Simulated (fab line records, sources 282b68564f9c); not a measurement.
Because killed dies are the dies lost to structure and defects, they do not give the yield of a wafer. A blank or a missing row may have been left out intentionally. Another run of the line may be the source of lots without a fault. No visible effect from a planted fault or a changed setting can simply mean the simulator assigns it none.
Split-lot trial || flow rit-cmos || on a route of 202 steps: 5 lots, 23 wafers read

ON THE SPLIT
At RIT_PLDD_IMPLANT_08, the setting dose-cm2 was moved away from the recipe's 9e+14 on 9 of the 23 wafers read, by -4.6% to +7.4%. The other wafers ran this setting at the recipe's value.

FROM SPLIT TO READING: 1 step shown by the file between the two
- RIT_PLDD_STRIP_09: strips in O2, time 180 s

THE READING
PLDD_TW, at RIT_PLDD_TW_MEAS_10. Fault-free wafers of this fab line usually give 2336, standard deviation 14.

{"wafer": "L074.1", "tool, chamber at the split": "implanter-01, 0", "dose-cm2 as run": 8.583e+14, "against the recipe": "-4.6%", "PLDD_TW": 2309, "against lot-mates on the recipe": -31}
{"wafer": "L074.2", "tool, chamber at the split": "implanter-01, 0", "dose-cm2 as run": 9e+14, "against the recipe": "recipe", "PLDD_TW": 2347, "against lot-mates on the recipe": "-"}
{"wafer": "L074.4", "tool, chamber at the split": "implanter-01, 0", "dose-cm2 as run": 9e+14, "against the recipe": "recipe", "PLDD_TW": 2337, "against lot-mates on the recipe": "-"}
{"wafer": "L074.5", "tool, chamber at the split": "implanter-01, 0", "dose-cm2 as run": 8.583e+14, "against the recipe": "-4.6%", "PLDD_TW": 2318, "against lot-mates on the recipe": -22}
{"wafer": "L074.6", "tool, chamber at the split": "implanter-01, 0", "dose-cm2 as run": 9e+14, "against the recipe": "recipe", "PLDD_TW": 2336, "against lot-mates on the recipe": "-"}
{"wafer": "L076.2", "tool, chamber at the split": "implanter-02, 0", "dose-cm2 as run": 9e+14, "against the recipe": "recipe", "PLDD_TW": 2361, "against lot-mates on the recipe": "-"}
{"wafer": "L076.3", "tool, chamber at the split": "implanter-02, 0", "dose-cm2 as run": 9e+14, "against the recipe": "recipe", "PLDD_TW": 2350, "against lot-mates on the recipe": "-"}
{"wafer": "L076.5", "tool, chamber at the split": "implanter-02, 0", "dose-cm2 as run": 9e+14, "against the recipe": "recipe", "PLDD_TW": 2358, "against lot-mates on the recipe": "-"}
{"wafer": "L078.1", "tool, chamber at the split": "implanter-02, 0", "dose-cm2 as run": 9.665e+14, "against the recipe": "+7.4%", "PLDD_TW": 2353, "against lot-mates on the recipe": "+36"}
{"wafer": "L078.2", "tool, chamber at the split": "implanter-02, 0", "dose-cm2 as run": 9e+14, "against the recipe": "recipe", "PLDD_TW": 2313, "against lot-mates on the recipe": "-"}
{"wafer": "L078.3", "tool, chamber at the split": "implanter-02, 0", "dose-cm2 as run": 9e+14, "against the recipe": "recipe", "PLDD_TW": 2316, "against lot-mates on the recipe": "-"}
{"wafer": "L078.4", "tool, chamber at the split": "implanter-02, 0", "dose-cm2 as run": 9e+14, "against the recipe": "recipe", "PLDD_TW": 2321, "against lot-mates on the recipe": "-"}
{"wafer": "L078.6", "tool, chamber at the split": "implanter-02, 0", "dose-cm2 as run": 9.665e+14, "against the recipe": "+7.4%", "PLDD_TW": 2362, "against lot-mates on the recipe": "+45"}
{"wafer": "L080.1", "tool, chamber at the split": "implanter-01, 0", "dose-cm2 as run": 9e+14, "against the recipe": "recipe", "PLDD_TW": 2335, "against lot-mates on the recipe": "-"}
{"wafer": "L080.3", "tool, chamber at the split": "implanter-01, 0", "dose-cm2 as run": 9e+14, "against the recipe": "recipe", "PLDD_TW": 2354, "against lot-mates on the recipe": "-"}
{"wafer": "L080.4", "tool, chamber at the split": "implanter-01, 0", "dose-cm2 as run": 9e+14, "against the recipe": "recipe", "PLDD_TW": 2335, "against lot-mates on the recipe": "-"}
{"wafer": "L080.5", "tool, chamber at the split": "implanter-01, 0", "dose-cm2 as run": 8.729e+14, "against the recipe": "-3.0%", "PLDD_TW": 2315, "against lot-mates on the recipe": -26}
{"wafer": "L080.6", "tool, chamber at the split": "implanter-01, 0", "dose-cm2 as run": 8.729e+14, "against the recipe": "-3.0%", "PLDD_TW": 2321, "against lot-mates on the recipe": -20}
{"wafer": "L083.1", "tool, chamber at the split": "implanter-01, 0", "dose-cm2 as run": 9.212e+14, "against the recipe": "+2.4%", "PLDD_TW": 2339, "against lot-mates on the recipe": "+8"}
{"wafer": "L083.3", "tool, chamber at the split": "implanter-01, 0", "dose-cm2 as run": 9e+14, "against the recipe": "recipe", "PLDD_TW": 2331, "against lot-mates on the recipe": "-"}
{"wafer": "L083.4", "tool, chamber at the split": "implanter-01, 0", "dose-cm2 as run": 9.212e+14, "against the recipe": "+2.4%", "PLDD_TW": 2354, "against lot-mates on the recipe": "+22"}
{"wafer": "L083.5", "tool, chamber at the split": "implanter-01, 0", "dose-cm2 as run": 9e+14, "against the recipe": "recipe", "PLDD_TW": 2332, "against lot-mates on the recipe": "-"}
{"wafer": "L083.6", "tool, chamber at the split": "implanter-01, 0", "dose-cm2 as run": 9.212e+14, "against the recipe": "+2.4%", "PLDD_TW": 2358, "against lot-mates on the recipe": "+26"}

THE FIT
A straight line over all 23 wafers: PLDD_TW changes by +3.94 for each +1% of dose-cm2; r = +0.67; the points scatter about the line by 13.
The same after taking each lot's own level away (the mean of its wafers on the recipe; 23 wafers): +6.01 for each +1%; r = +0.94; scatter 6.4.
The reading moves by 44 for the largest change in dose-cm2, on that fit.
From 2316.7 to 2356.3: that is the span of the lots' own levels, equal to 2.8 times the standard deviation above.
So the lot-to-lot level blurs the effect unless lot-mates are compared.
Check: +48.1 against its lot-mates is what the line predicts for one of the wafers moved furthest among these (+7.4%) when that wafer is left out of the fit. Against them it came out at +36.3.

THE OTHER SPLITS THESE WAFERS WENT THROUGH
Before the reading, these wafers also passed through other splits. Each is held against what the fit with the lots' levels taken away leaves over:
{"other split on the same wafers": "RIT_ACTIVE_OXIDATION_01 temp-c", "wafers away from the commonest value": 18, "r with PLDD_TW (lot level and that fit taken away)": "+0.13"}
{"other split on the same wafers": "RIT_FOX2_WET_ETCH_03 time-s", "wafers away from the commonest value": 15, "r with PLDD_TW (lot level and that fit taken away)": -0.21}
{"other split on the same wafers": "RIT_PRETRO_COAT_01 spin-rpm", "wafers away from the commonest value": 7, "r with PLDD_TW (lot level and that fit taken away)": "+0.13"}
{"other split on the same wafers": "RIT_GATE_CVD_08 time-s", "wafers away from the commonest value": 15, "r with PLDD_TW (lot level and that fit taken away)": "+0.18"}
{"other split on the same wafers": "RIT_GATE_ETCH_19 rf-w", "wafers away from the commonest value": 7, "r with PLDD_TW (lot level and that fit taken away)": -0.35}
{"other split on the same wafers": "RIT_NLDD_IMPLANT_08 dose-cm2", "wafers away from the commonest value": 10, "r with PLDD_TW (lot level and that fit taken away)": -0.26}
{"other split on the same wafers": "RIT_PLDD_SOFTBAKE_02 temp-c", "wafers away from the commonest value": 8, "r with PLDD_TW (lot level and that fit taken away)": "+0.24"}

FILE'S OWN FIT
PLDD_TW changes by +5.93 for each +1% of dose-cm2, r = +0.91.
